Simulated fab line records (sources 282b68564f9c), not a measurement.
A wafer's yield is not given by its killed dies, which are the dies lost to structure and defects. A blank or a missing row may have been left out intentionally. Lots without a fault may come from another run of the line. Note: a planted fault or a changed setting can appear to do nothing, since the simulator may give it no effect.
fab line records | flow rit-cmos
record: lots: 16 wafers: 48 last-day: 8
route steps=202 shown FOX2@24 NLDD@109 CONTACT@173 M1@202
lots with no fault: from the same line, run without faults
start-h: start of the lot's first displayed wafer, in hours after the record's first day | wait-h: hours from the lot's prior step to this one | " repeats the value in the row above | L1.1+2: a row that stands for several wafers | - no value present, or no start provided | * or withheld: withheld | < > ~ a bound
route shown NAME@n: NAME is a module with steps in the file, n the number in the route of the first one | usual: the fault-free wafers' mean and standard deviation | same: alike in all rows | chamber/n: place in a boat | sites: per-site readings | _std_site: how widely they spread, as a standard deviation | _edge_site: outer sites' mean less inner sites' | radius-mm: how far each site lies from the wafer's centre | mask NAME#n: copy n | behind: the last tool/chamber to shape the wafer | hold: what put the lot on hold/how long, in hours/how the hold closed | device: names the non-switching transistor (n, p or np) | end of line: at the end of the route, the tests of the same wafers | where a step has no rows: the recipe by itself | killed: the dies lost at the first sort to structure and to defects; this is not the yield of the wafer | map: a wafer's dies, x killed, . not, _ none there
set.NAME: the setting as run; set.NAME@STEP: as run at that earlier step | model.NAME: the simulator's own value behind a step, which no gauge read
route steps across a sampled set of lots; one table per step, one row per wafer
services: a tool's chamber out of use, with start hour (start-h, from the record's first day; less than 0 if before it), hours out, and reason
== steps ==
step: RIT_FOX2_THK_MEAS_01
recipe: reads: SiO2_of_FOX2_OXIDATION_00
usual: FOX2_OXIDE_THK: 351/7.6
columns lot.wafer tool chamber start-h wait-h FOX2_OXIDE_THK[nm]
L479.1 film-metro-04 - 18.78 0.0 358
L479.3 " - " " 358
L479.4 " - " " 358
L480.2 film-metro-02 - 25.61 0.0 355
L480.3 " - " " 355
L480.6 " - " " 356
L481.2 film-metro-02 - 29.11 0.0 363
L481.3 " - " " 357
L481.6 " - " " 357
L482.1 film-metro-04 - 36.16 0.0 345
L482.2 " - " " 343
L482.6 " - " " 341
L483.1 film-metro-02 - 41.27 0.0 363
L483.4 " - " " 359
L483.6 " - " " 361
L485.1 film-metro-02 - 50.18 0.0 345
L485.2 " - " " 339
L485.6 " - " " 345
L486.2 film-metro-04 - 55.93 0.0 348
L486.5 " - " " 348
L486.6 " - " " 345
L487.1 film-metro-04 - 58.73 0.0 344
L487.3 " - " " 348
L487.4 " - " " 347
L488.3 film-metro-01 - 66.46 0.0 351
L488.4 " - " " 350
L488.6 " - " " 353
L491.1 film-metro-02 - 79.61 0.0 360
L491.2 " - " " 355
L491.3 " - " " 364
L492.2 film-metro-04 - 89.74 0.0 355
L492.3 " - " " 352
L492.4 " - " " 356
L496.2 film-metro-01 - 109.43 0.0 347
L496.4 " - " " 343
L496.5 " - " " 346
L497.1 film-metro-01 - 112.65 0.0 355
L497.2 " - " " 355
L497.4 " - " " 361
L499.3 film-metro-02 - 124.86 0.0 348
L499.4 " - " " 348
L499.5 " - " " 349
L500.2 film-metro-04 - 130.08 0.0 357
L500.3 " - " " 355
L500.4 " - " " 356
L501.1 film-metro-04 - 142.27 0.0 362
L501.2 " - " " 361
L501.6 " - " " 361
step: RIT_FOX2_THK_MEAS_90
recipe: reads: SiO2_of_FOX2_OXIDATION_00
usual: FIELD_OXIDE_LEFT_1_THK: 324/7.5
columns lot.wafer tool chamber start-h wait-h FIELD_OXIDE_LEFT_1_THK[nm]
L479.1 film-metro-02 - 19.66 0.0 330
L479.3 " - " " 331
L479.4 " - " " 331
L480.2 film-metro-02 - 26.49 0.0 329
L480.3 " - " " 328
L480.6 " - " " 330
L481.2 film-metro-04 - 29.99 0.0 335
L481.3 " - " " 329
L481.6 " - " " 330
L482.1 film-metro-01 - 37.11 0.0 318
L482.2 " - " " 315
L482.6 " - " " 314
L483.1 film-metro-02 - 42.21 0.0 336
L483.4 " - " " 332
L483.6 " - " " 334
L485.1 film-metro-02 - 51.13 0.0 318
L485.2 " - " " 311
L485.6 " - " " 318
L486.2 film-metro-02 - 56.80 0.0 321
L486.5 " - " " 320
L486.6 " - " " 317
L487.1 film-metro-02 - 59.60 0.0 317
L487.3 " - " " 320
L487.4 " - " " 320
L488.3 film-metro-02 - 67.34 0.0 324
L488.4 " - " " 322
L488.6 " - " " 326
L491.1 film-metro-04 - 80.49 0.0 332
L491.2 " - " " 327
L491.3 " - " " 336
L492.2 film-metro-01 - 90.61 0.0 328
L492.3 " - " " 325
L492.4 " - " " 329
L496.2 film-metro-02 - 110.31 0.0 320
L496.4 " - " " 316
L496.5 " - " " 319
L497.1 film-metro-04 - 113.59 0.0 327
L497.2 " - " " 327
L497.4 " - " " 333
L499.3 film-metro-02 - 125.81 0.0 321
L499.4 " - " " 321
L499.5 " - " " 321
L500.2 film-metro-02 - 130.95 0.0 329
L500.3 " - " " 328
L500.4 " - " " 329
L501.1 film-metro-02 - 143.15 0.0 334
L501.2 " - " " 334
L501.6 " - " " 333
step: RIT_NLDD_OVL_MEAS_06
usual: NLDD_OVL: -0.4/1.3
columns lot.wafer tool chamber start-h wait-h NLDD_OVL[nm]
L479.1 overlay-01 - 45.67 - 0.5
L479.3 " - " " 2.0
L479.4 " - " " 0.6
L480.2 overlay-02 - 49.42 - -1.8
L480.3 " - " " -0.4
L480.6 " - " " -1.2
L481.2 overlay-02 - 55.72 - 0.0
L481.3 " - " " -1.6
L481.6 " - " " 0.6
L482.1 overlay-01 - 62.15 - -1.3
L482.2 " - " " -1.6
L482.6 " - " " -0.6
L483.1 overlay-02 - 69.39 - 0.1
L483.4 " - " " 1.5
L483.6 " - " " 0.3
L485.1 overlay-02 - 77.70 - -1.8
L485.2 " - " " -2.2
L485.6 " - " " -1.3
L486.2 overlay-02 - 81.48 - -0.7
L486.5 " - " " 0.4
L486.6 " - " " 0.4
L487.1 overlay-01 - 83.34 - -1.1
L487.3 " - " " -0.2
L487.4 " - " " -1.1
L488.3 overlay-02 - 93.29 - -0.2
L488.4 " - " " -0.1
L488.6 " - " " 0.4
L491.1 overlay-01 - 107.70 - 1.1
L491.2 " - " " -0.1
L491.3 " - " " 1.1
L492.2 overlay-01 - 116.92 - 0.1
L492.3 " - " " 1.5
L492.4 " - " " -0.8
L496.2 overlay-01 - 139.69 - 2.0
L496.4 " - " " 1.6
L496.5 " - " " 1.0
L497.1 overlay-01 - 150.13 - -0.8
L497.2 " - " " -0.5
L497.4 " - " " 1.1
L499.3 overlay-02 - 155.28 - -1.5
L499.4 " - " " -0.5
L499.5 " - " " -0.4
L500.2 overlay-02 - 169.53 - 0.4
L500.3 " - " " -0.2
L500.4 " - " " 0.5
L501.1 overlay-01 - 175.35 - -2.3
L501.2 " - " " -2.0
L501.6 " - " " -1.6
step: RIT_CONTACT_EXPOSE_05
recipe: mask-id: M11 na: 0.6 source-shape: conventional sigma-outer: 0.5 target-cd-nm: 1000 dose-mj: 250
columns lot.wafer tool chamber start-h wait-h mask
L479.1+3+4 iline-stepper-02 0 55.62 0.1 M11#0
L480.2+3+6 iline-stepper-01 0 60.37 0.3 M11#0
L481.2+3+6 iline-stepper-01 0 65.47 0.1 M11#0
L482.1+2+6 iline-stepper-01 0 71.59 0.1 M11#0
L483.1+4+6 iline-stepper-01 0 79.17 0.1 M11#0
L485.1+2+6 iline-stepper-01 0 87.42 0.1 M11#0
L486.2+5+6 iline-stepper-01 0 91.14 0.1 M11#0
L487.1+3+4 iline-stepper-02 0 93.76 0.2 M11#0
L488.3+4+6 iline-stepper-01 0 103.02 0.2 M11#0
L491.1+2+3 iline-stepper-01 0 118.49 0.1 M11#0
L492.2+3+4 iline-stepper-01 0 126.45 0.1 M11#0
L496.2+4+5 iline-stepper-02 0 149.42 0.1 M11#0
L497.1+2+4 iline-stepper-01 0 159.99 0.2 M11#0
L499.3+4+5 iline-stepper-01 0 167.58 0.2 M11#0
L500.2+3+4 iline-stepper-02 0 179.26 0.2 M11#0
L501.1+2+6 iline-stepper-02 0 185.59 0.2 M11#0
step: RIT_CONTACT_OVL_MEAS_09
usual: CONTACT_OVL: -0.4/1.2
columns lot.wafer tool chamber start-h wait-h CONTACT_OVL[nm]
L479.1 overlay-02 - 56.26 0.1 -0.8
L479.3 " - " " -0.5
L479.4 " - " " -0.7
L480.2 overlay-01 - 60.99 0.1 -2.0
L480.3 " - " " -1.1
L480.6 " - " " 0.0
L481.2 overlay-01 - 66.10 0.1 0.7
L481.3 " - " " 1.0
L481.6 " - " " 1.0
L482.1 overlay-02 - 72.23 0.1 -1.0
L482.2 " - " " -1.2
L482.6 " - " " 0.3
L483.1 overlay-01 - 79.94 0.1 0.1
L483.4 " - " " -0.7
L483.6 " - " " 0.2
L485.1 overlay-01 - 88.06 0.1 -0.5
L485.2 " - " " -1.6
L485.6 " - " " -0.1
L486.2 overlay-02 - 91.76 0.1 -0.4
L486.5 " - " " -2.8
L486.6 " - " " -2.0
L487.1 overlay-02 - 94.40 0.1 0.0
L487.3 " - " " -0.2
L487.4 " - " " 0.4
L488.3 overlay-02 - 103.63 0.1 -0.1
L488.4 " - " " -0.9
L488.6 " - " " -1.0
L491.1 overlay-02 - 119.13 0.1 127.9
L491.2 " - " " 127.5
L491.3 " - " " 129.8
L492.2 overlay-02 - 127.08 0.1 127.7
L492.3 " - " " 128.7
L492.4 " - " " 128.8
L496.2 overlay-02 - 150.04 0.1 1.8
L496.4 " - " " -0.3
L496.5 " - " " 0.6
L497.1 overlay-01 - 160.63 0.1 129.7
L497.2 " - " " 128.8
L497.4 " - " " 129.5
L499.3 overlay-01 - 168.19 0.1 130.4
L499.4 " - " " 129.7
L499.5 " - " " 128.4
L500.2 overlay-01 - 179.88 0.1 -1.1
L500.3 " - " " -0.9
L500.4 " - " " 0.9
L501.1 overlay-02 - 186.43 0.1 2.3
L501.2 " - " " 1.3
L501.6 " - " " 1.1
step: RIT_M1_PROBE_99
usual: killed_at_M0_to_M3: 0.0/0.083 killed-at-contacts: 0.1/0.27 killed-at-front-end: 7/3.1 killed-dies: 7/3.2 killed-open: 3.8/2.1 killed-short: 3.6/2
same: gross-dies: 264 killed_at_M4_up: 0 killed-at-back-side: 0 killed-at-other: 0
columns lot.wafer tool chamber start-h wait-h killed_at_M0_to_M3 killed-at-contacts killed-at-front-end killed-dies killed-open killed-short
L479.1 prober-01 - 61.42 0.1 0 0 8 8 3 5
L479.3 prober-01 - 61.52 0.2 0 0 1 1 1 0
L479.4 prober-01 - 61.57 0.2 0 0 5 5 2 3
L480.2 prober-02 - 66.07 0.1 0 0 5 5 1 4
L480.3 prober-02 - 66.12 0.2 0 0 8 8 4 4
L480.6 prober-02 - 66.27 0.2 0 0 8 8 4 4
L481.2 prober-01 - 71.40 0.1 0 0 5 5 4 1
L481.3 prober-01 - 71.45 0.2 0 0 10 10 7 3
L481.6 prober-01 - 71.60 0.2 0 0 10 10 6 4
L482.1 prober-02 - 77.34 0.1 0 0 12 12 6 6
L482.2 prober-02 - 77.39 0.1 0 0 5 5 2 3
L482.6 prober-02 - 77.59 0.2 0 0 7 7 3 4
L483.1 prober-01 - 85.25 0.1 0 0 7 7 5 2
L483.4 prober-01 - 85.40 0.2 0 0 6 6 4 2
L483.6 prober-01 - 85.50 0.2 0 0 11 11 4 7
L485.1 prober-01 - 93.49 0.1 0 1 5 6 4 2
L485.2 prober-01 - 93.54 0.1 0 0 7 7 2 5
L485.6 prober-01 - 93.74 0.2 0 0 3 3 1 2
L486.2 prober-02 - 97.06 0.1 0 0 4 4 2 2
L486.5 prober-02 - 97.21 0.2 0 0 6 6 3 3
L486.6 prober-02 - 97.26 0.2 0 0 11 11 7 4
L487.1 prober-01 - 99.61 0.1 0 0 15 15 8 7
L487.3 prober-01 - 99.71 0.2 0 0 6 6 1 5
L487.4 prober-01 - 99.76 0.2 0 0 4 4 1 3
L488.3 prober-02 - 108.75 0.2 1 0 9 10 3 7
L488.4 prober-02 - 108.80 0.2 0 0 8 8 3 5
L488.6 prober-02 - 108.90 0.2 0 0 5 5 3 2
L491.1 prober-01 - 124.19 0.1 0 0 11 11 4 7
L491.2 prober-01 - 124.24 0.1 0 0 10 10 3 7
L491.3 prober-01 - 124.29 0.2 0 1 12 13 6 7
L492.2 prober-02 - 132.16 0.1 0 0 1 1 1 0
L492.3 prober-02 - 132.21 0.2 0 0 5 5 3 2
L492.4 prober-02 - 132.26 0.2 0 0 3 3 1 2
L496.2 prober-01 - 155.13 0.1 0 0 6 6 2 4
L496.4 prober-01 - 155.23 0.2 0 0 11 11 6 5
L496.5 prober-01 - 155.28 0.2 0 0 10 10 4 6
L497.1 prober-01 - 165.76 0.1 0 1 3 4 4 0
L497.2 prober-01 - 165.81 0.1 0 1 9 10 1 9
L497.4 prober-01 - 165.91 0.2 0 0 5 5 4 1
L499.3 prober-01 - 174.60 0.2 0 0 14 14 6 8
L499.4 prober-01 - 174.65 0.2 0 0 11 11 5 6
L499.5 prober-01 - 174.70 0.2 0 0 12 12 6 6
L500.2 prober-02 - 185.11 0.1 0 0 4 4 2 2
L500.3 prober-02 - 185.16 0.2 0 0 3 3 3 0
L500.4 prober-02 - 185.21 0.2 0 0 6 6 3 3
L501.1 prober-02 - 192.50 0.1 0 0 11 11 7 4
L501.2 prober-02 - 192.55 0.1 0 0 4 4 3 1
L501.6 prober-02 - 192.75 0.2 0 0 5 5 4 1
killed by level:class
L479.1 REOX:geometric-particle:open=2 GATE:geometric-particle:short=2 FOX1:geometric-particle:short=1 SPACER:geometric-particle:short=1 SILICIDE:geometric-particle:open=1 SILICIDE:geometric-particle:short=1
L479.3 SILICIDE:geometric-particle:open=1
L479.4 SILICIDE:geometric-particle:short=2 FOX1:geometric-particle:open=1 FOX1:geometric-particle:short=1 REOX:geometric-particle:open=1
L480.2 SILICIDE:geometric-particle:short=2 FOX1:geometric-particle:open=1 GATE:geometric-particle:short=1 REOX:geometric-particle:short=1
L480.3 REOX:geometric-particle:open=2 REOX:geometric-particle:short=2 FOX1:geometric-particle:short=1 FOX2:geometric-particle:open=1 GATE:geometric-particle:open=1 GATE:geometric-particle:short=1
L480.6 GATE:geometric-particle:open=2 FOX1:geometric-particle:open=1 FOX2:geometric-particle:open=1 FOX2:geometric-particle:short=1 GATE:geometric-particle:short=1 SPACER:geometric-particle:short=1 SILICIDE:geometric-particle:short=1
L481.2 FOX1:geometric-particle:open=1 FOX1:geometric-particle:short=1 GATE:geometric-particle:open=1 REOX:geometric-particle:open=1 SPACER:geometric-particle:open=1
L481.3 GATE:geometric-particle:open=3 FOX1:geometric-particle:open=2 REOX:geometric-particle:open=2 FOX1:geometric-particle:short=1 SPACER:geometric-particle:short=1 SILICIDE:geometric-particle:short=1
L481.6 GATE:geometric-particle:open=4 FOX1:geometric-particle:short=2 FOX1:geometric-particle:open=1 GATE:geometric-particle:short=1 REOX:geometric-particle:open=1 REOX:geometric-particle:short=1
L482.1 SPACER:geometric-particle:short=5 GATE:geometric-particle:open=2 SPACER:geometric-particle:open=2 REOX:geometric-particle:open=1 REOX:geometric-particle:short=1 SILICIDE:geometric-particle:open=1
L482.2 FOX1:geometric-particle:short=1 FOX2:geometric-particle:short=1 GATE:geometric-particle:open=1 REOX:geometric-particle:short=1 SILICIDE:geometric-particle:open=1
L482.6 GATE:geometric-particle:open=2 SILICIDE:geometric-particle:short=2 FOX1:geometric-particle:short=1 FOX1:geometric-particle:open=1 REOX:geometric-particle:short=1
L483.1 REOX:geometric-particle:open=3 REOX:geometric-particle:short=2 FOX1:geometric-particle:open=1 GATE:geometric-particle:open=1
L483.4 GATE:geometric-particle:open=2 SPACER:geometric-particle:short=2 FOX1:geometric-particle:open=1 SILICIDE:geometric-particle:open=1
L483.6 GATE:geometric-particle:short=3 REOX:geometric-particle:open=3 REOX:geometric-particle:short=2 FOX1:geometric-particle:open=1 FOX1:geometric-particle:short=1 FOX2:geometric-particle:short=1
L485.1 REOX:geometric-particle:open=3 FOX2:geometric-particle:open=1 SILICIDE:geometric-particle:short=1 CONTACT:geometric-particle:short=1
L485.2 GATE:geometric-particle:short=3 FOX1:geometric-particle:short=1 FOX1:geometric-particle:open=1 FOX2:geometric-particle:short=1 REOX:geometric-particle:open=1
L485.6 GATE:geometric-particle:short=1 REOX:geometric-particle:short=1 REOX:geometric-particle:open=1
L486.2 GATE:geometric-particle:short=1 REOX:geometric-particle:open=1 SPACER:geometric-particle:open=1 SILICIDE:geometric-particle:short=1
L486.5 FOX1:geometric-particle:short=1 GATE:geometric-particle:open=1 REOX:geometric-particle:open=1 SPACER:geometric-particle:short=1 SPACER:geometric-particle:open=1 SILICIDE:geometric-particle:short=1
L486.6 GATE:geometric-particle:open=4 GATE:geometric-particle:short=3 SILICIDE:geometric-particle:open=2 REOX:geometric-particle:short=1 SPACER:geometric-particle:open=1
L487.1 GATE:geometric-particle:open=4 GATE:geometric-particle:short=3 FOX1:geometric-particle:short=2 SILICIDE:geometric-particle:open=1 FOX1:geometric-particle:open=1 FOX2:geometric-particle:short=1 FOX2:geometric-particle:open=1 SPACER:geometric-particle:open=1
L487.3 FOX1:geometric-particle:short=2 GATE:geometric-particle:short=2 SPACER:geometric-particle:open=1 SILICIDE:geometric-particle:short=1
L487.4 ACTIVE:geometric-particle:short=1 FOX1:geometric-particle:open=1 FOX1:geometric-particle:short=1 GATE:geometric-particle:short=1
L488.3 FOX1:geometric-particle:open=2 REOX:geometric-particle:short=2 SPACER:geometric-particle:short=2 GATE:geometric-particle:short=1 REOX:geometric-particle:open=1 SILICIDE:geometric-particle:short=1 M1:geometric-particle:short=1
L488.4 GATE:geometric-particle:short=3 GATE:geometric-particle:open=2 REOX:geometric-particle:short=1 SPACER:geometric-particle:short=1 SILICIDE:geometric-particle:open=1
L488.6 GATE:geometric-particle:open=2 SPACER:geometric-particle:short=2 FOX2:geometric-particle:open=1
L491.1 FOX1:geometric-particle:short=2 GATE:geometric-particle:open=2 GATE:geometric-particle:short=2 REOX:geometric-particle:short=2 FOX1:geometric-particle:open=1 SPACER:geometric-particle:short=1 SILICIDE:geometric-particle:open=1
L491.2 SPACER:geometric-particle:short=3 FOX1:geometric-particle:open=2 REOX:geometric-particle:short=2 FOX2:geometric-particle:short=1 GATE:geometric-particle:short=1 SPACER:geometric-particle:open=1
L491.3 SPACER:geometric-particle:short=3 REOX:geometric-particle:open=2 FOX1:geometric-particle:short=1 FOX1:geometric-particle:open=1 GATE:geometric-particle:short=1 GATE:geometric-particle:open=1 REOX:geometric-particle:short=1 SPACER:geometric-particle:open=1
L492.2 GATE:geometric-particle:open=1
L492.3 FOX1:geometric-particle:short=1 GATE:geometric-particle:open=1 SPACER:geometric-particle:open=1 SILICIDE:geometric-particle:short=1 SILICIDE:geometric-particle:open=1
L492.4 SPACER:geometric-particle:short=2 REOX:geometric-particle:open=1
L496.2 GATE:geometric-particle:open=2 GATE:geometric-particle:short=1 REOX:geometric-particle:short=1 SPACER:geometric-particle:short=1 SILICIDE:geometric-particle:short=1
L496.4 GATE:geometric-particle:short=4 GATE:geometric-particle:open=2 REOX:geometric-particle:open=2 FOX1:geometric-particle:open=1 SPACER:geometric-particle:open=1 SILICIDE:geometric-particle:short=1
L496.5 GATE:geometric-particle:short=5 GATE:geometric-particle:open=2 FOX1:geometric-particle:open=1 SILICIDE:geometric-particle:short=1 SILICIDE:geometric-particle:open=1
L497.1 SPACER:geometric-particle:open=2 FOX1:geometric-particle:open=1 CONTACT:geometric-particle:open=1
L497.2 FOX1:geometric-particle:short=3 SPACER:geometric-particle:short=2 GATE:geometric-particle:short=1 REOX:geometric-particle:short=1 SPACER:geometric-particle:open=1 SILICIDE:geometric-particle:short=1 CONTACT:geometric-particle:short=1
L497.4 SPACER:geometric-particle:open=3 GATE:geometric-particle:short=1 SILICIDE:geometric-particle:open=1
L499.3 GATE:geometric-particle:short=3 FOX1:geometric-particle:open=2 GATE:geometric-particle:open=2 REOX:geometric-particle:short=2 REOX:geometric-particle:open=2 SPACER:geometric-particle:short=2 SILICIDE:geometric-particle:short=1
L499.4 FOX1:geometric-particle:short=4 GATE:geometric-particle:open=2 SILICIDE:geometric-particle:open=2 FOX1:geometric-particle:open=1 GATE:geometric-particle:short=1 REOX:geometric-particle:short=1
L499.5 FOX1:geometric-particle:short=5 FOX1:geometric-particle:open=2 SILICIDE:geometric-particle:open=2 FOX2:geometric-particle:short=1 GATE:geometric-particle:open=1 REOX:geometric-particle:open=1
L500.2 ACTIVE:geometric-particle:open=1 FOX1:geometric-particle:short=1 GATE:geometric-particle:short=1 SILICIDE:geometric-particle:open=1
L500.3 FOX1:geometric-particle:open=1 FOX2:geometric-particle:open=1 SPACER:geometric-particle:open=1
L500.4 GATE:geometric-particle:short=2 SILICIDE:geometric-particle:open=2 FOX2:geometric-particle:short=1 SPACER:geometric-particle:open=1
L501.1 GATE:geometric-particle:open=4 GATE:geometric-particle:short=3 FOX1:geometric-particle:open=1 REOX:geometric-particle:open=1 SILICIDE:geometric-particle:short=1 SILICIDE:geometric-particle:open=1
L501.2 FOX1:geometric-particle:open=1 FOX2:geometric-particle:open=1 GATE:geometric-particle:open=1 SILICIDE:geometric-particle:short=1
L501.6 FOX1:geometric-particle:open=2 REOX:geometric-particle:open=1 SPACER:geometric-particle:open=1 SILICIDE:geometric-particle:short=1
== services ==
columns tool chamber start-h hours kind
iline-stepper-01 - 35.63 7.5 repair
iline-stepper-02 - 60.80 1.7 pm
iline-stepper-01 - 73.14 2.1 pm
iline-stepper-01 - 75.23 - consumable-replace:lamp
iline-stepper-02 - 120.50 3.4 repair
iline-stepper-01 - 140.96 1.7 pm
== key ==
first-sign: step: RIT_CONTACT_OVL_MEAS_09 reading: CONTACT_OVL direction: up sigmas: 99+ usual: -0.4 struck: 128.9
effect none on later readings
met-at RIT_CONTACT_EXPOSE_05
struck-lots L491,L492,L497,L499
tester-left-out L491,L492,L497,L499
not-acting-at RIT_FOX2_THK_MEAS_01,RIT_FOX2_THK_MEAS_90,RIT_NLDD_OVL_MEAS_06
onset-between 103.02 118.49
fault: kind: scanner-matching-overlay tool: iline-stepper-01 chamber: - onset-h: 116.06 steps: RIT_CONTACT_EXPOSE_05 offset: 130
tester-left-out: of these lots the tester's yield and bins aren't shown, on N5 and GAA mostly nor the transistor test; their killed dies are dies lost to structure and defects alone, not to doping, threshold or leakage, so they don't give the yield
